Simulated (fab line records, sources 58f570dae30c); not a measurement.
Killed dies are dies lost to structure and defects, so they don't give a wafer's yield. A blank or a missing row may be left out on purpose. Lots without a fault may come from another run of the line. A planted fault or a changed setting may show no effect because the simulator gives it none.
Which tool did it? | flow berkeley_cmos170 | 15 lots, 45 wafers sampled, at 1 step of a route of 331

WHAT THE GAUGES READ, wafer by wafer
UCB170_NWELL_THK_MEAS_02.
lot  | measured    | on            | NWELL_OXIDE_THK (nm)
L743 | day 1 22:00 | film_metro-01 | 25.8 25.5 25.6
L745 | day 2 12:35 | film_metro-01 | 25.9 25.4 25.9
L747 | day 2 17:11 | film_metro-03 | 25.6 25.8 25.6
L754 | day 4 04:07 | film_metro-03 | 26.4 26.6 26.2
L756 | day 4 12:37 | film_metro-03 | 25.9 25.7 26.2
L755 | day 4 12:37 | film_metro-04 | 26.3 26.0 26.0
L758 | day 4 22:19 | film_metro-04 | 26.4 27.0 26.6
L757 | day 4 22:19 | film_metro-01 | 26.6 27.0 26.6
L759 | day 5 06:50 | film_metro-04 | 26.2 26.2 26.1
L761 | day 5 15:29 | film_metro-03 | 26.6 27.2 26.3
L762 | day 5 17:38 | film_metro-03 | 25.6 25.8 26.2
L763 | day 6 02:07 | film_metro-01 | 26.2 25.8 25.7
L764 | day 6 06:16 | film_metro-04 | 26.7 25.8 26.0
L765 | day 6 13:16 | film_metro-03 | 26.7 26.5 26.5
L766 | day 6 16:07 | film_metro-01 | 27.3 27.3 27.4

WHICH TOOL RAN EACH LOT (tool, then ch and the chambers of the sampled wafers, then the start)
The record holds no process step before these readings.

WHAT THE TOOLS THEMSELVES READ (means of the sampled wafers that have a number; where no wafer has one, the mark that the record gives instead)
The record holds no such reading with a usual standard deviation.

THE ANSWER, worked out from the rows above alone
Rule: what is usual is taken from the lots themselves. Put in order of their means at a reading, lots are off if they are a third of the lots or fewer, leave a main group of 4 or more, and stand apart from it by a gap of 3 or more times the standard deviation of the main group's means; of several such gaps the widest counts. A main group whose means are all the same, to the digits that the tables above print for the reading, isn't used. A lot without any number at a reading at which 4 lots or more have one is off too. The other lots that the step has rows for count as sound. The gauges are gone through in route order, then the tools' own readings, and for those a lot's mean is taken as printed above. The first step at which some lot is off is used, and at that step the reading that is off furthest; a lot without a number counts as furthest.
No lot is off at any reading shown: from this, nothing can be told.

WHAT THE SIMULATOR HAD PUT IN
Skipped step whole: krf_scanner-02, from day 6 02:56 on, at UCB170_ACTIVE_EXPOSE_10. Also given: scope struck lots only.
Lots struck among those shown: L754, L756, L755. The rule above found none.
